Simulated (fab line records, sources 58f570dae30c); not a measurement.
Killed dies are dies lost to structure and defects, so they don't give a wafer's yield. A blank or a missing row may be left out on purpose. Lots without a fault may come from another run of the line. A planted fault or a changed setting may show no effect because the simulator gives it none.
Split-lot experiment | flow berkeley_cmos170 | 5 lots, 23 wafers read, on a route of 331 steps

THE SPLIT
At UCB170_NSD_IMPLANT_08, the setting dose_cm2 was moved away from the recipe's 3e+15 on 10 of the 23 wafers read, by +2.4% to +7.2%. The other wafers ran this setting at the recipe's value.

FROM THE SPLIT TO THE READING: what the file shows between them, 7 steps
- UCB170_NSD_STRIP_09: strips in O2
- UCB170_BACKSIDE_SOFTBAKE_02: time 60 s (also split here: temp_c)
- UCB170_BACKSIDE_STRIP_03: strips in O2
- UCB170_BACKSIDE_CLEAN_04: cleans in SPM, time 600 s
- UCB170_SDANNEAL_RTA_00: time 10 s
- UCB170_SDANNEAL_RTA_01: time 5 s
- UCB170_SDANNEAL_RS_MEAS_02: measures by four-point-probe

THE READING
NSD_RS, in ohm/sq, at UCB170_SDANNEAL_RS_MEAS_03 (measures by four-point-probe). Fault-free wafers of this fab line usually give 37.28 ohm/sq, standard deviation 0.094 ohm/sq.

wafer  | tool, chamber at the split | dose_cm2 as run | against the recipe | NSD_RS, ohm/sq | against lot-mates on the recipe
L074.2 | implanter-04, 0            | 3.217e+15       | +7.2%              | 36.12          | -1.21
L074.3 | implanter-04, 0            | 3.217e+15       | +7.2%              | 36.06          | -1.27
L074.4 | implanter-04, 0            | 3.217e+15       | +7.2%              | 36.18          | -1.15
L074.5 | implanter-04, 0            | 3e+15           | recipe             | 37.35          | -
L074.6 | implanter-04, 0            | 3e+15           | recipe             | 37.30          | -
L075.2 | implanter-02, 0            | 3e+15           | recipe             | 37.39          | -
L075.3 | implanter-02, 0            | 3e+15           | recipe             | 37.36          | -
L075.4 | implanter-02, 0            | 3e+15           | recipe             | 37.50          | -
L078.1 | implanter-04, 0            | 3.21e+15        | +7.0%              | 36.19          | -1.06
L078.2 | implanter-04, 0            | 3.21e+15        | +7.0%              | 36.18          | -1.07
L078.3 | implanter-04, 0            | 3e+15           | recipe             | 37.22          | -
L078.4 | implanter-04, 0            | 3e+15           | recipe             | 37.28          | -
L078.6 | implanter-04, 0            | 3.21e+15        | +7.0%              | 36.29          | -0.96
L081.1 | implanter-02, 0            | 3e+15           | recipe             | 37.34          | -
L081.2 | implanter-02, 0            | 3e+15           | recipe             | 37.25          | -
L081.3 | implanter-02, 0            | 3.073e+15       | +2.4%              | 36.81          | -0.48
L081.4 | implanter-02, 0            | 3e+15           | recipe             | 37.27          | -
L081.6 | implanter-02, 0            | 3.073e+15       | +2.4%              | 36.94          | -0.35
L080.1 | implanter-04, 0            | 3.127e+15       | +4.2%              | 36.65          | -0.72
L080.2 | implanter-04, 0            | 3e+15           | recipe             | 37.31          | -
L080.3 | implanter-04, 0            | 3e+15           | recipe             | 37.47          | -
L080.4 | implanter-04, 0            | 3e+15           | recipe             | 37.33          | -
L080.5 | implanter-04, 0            | 3.127e+15       | +4.2%              | 36.63          | -0.74

THE FIT
A straight line over all 23 wafers: NSD_RS changes by -0.164 ohm/sq for each +1% of dose_cm2; r = -0.99; the points scatter about the line by 0.074 ohm/sq.
The same after taking each lot's own level away (the mean of its wafers on the recipe; 23 wafers): -0.158 ohm/sq for each +1%; r = -0.99; scatter 0.067 ohm/sq.
On that fit, the largest move of dose_cm2 shifts the reading by 1.1 ohm/sq.
The lots' own levels span 37.250 to 37.417 ohm/sq, that is 1.8 times the standard deviation above.
So the lot-to-lot level changes the slope little: the two slopes agree.
Check: with one of the wafers moved furthest among these (+7.2%) left out of the fit, the line predicts -1.14 ohm/sq for it against its lot-mates. It came out at -1.21 ohm/sq against them.

OTHER SPLITS ON THESE WAFERS
These wafers also went through other splits before the reading. Each is held against what the fit with the lots' levels taken away leaves over:
other split on the same wafers     | wafers away from the commonest value | r with NSD_RS (lot level and that fit taken away)
UCB170_BACKSIDE_SOFTBAKE_02 temp_c | 4                                    | +0.24

THE WHOLE CHAIN: every reading that the file lists as answering this split, in the file's order
step                       | what it does                 | reading                  | change (the file's fit)              | r (the file's)
UCB170_NSD_STRIP_09        | strips in O2                 | strip_time_to_endpoint_s | withheld for each +1% of the setting | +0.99
UCB170_SDANNEAL_RS_MEAS_03 | measures by four-point-probe | NSD_RS                   | -0.16 for each +1% of the setting    | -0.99

THE FILE'S OWN FIT
NSD_RS changes by -0.16 ohm/sq for each +1% of dose_cm2, r = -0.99.
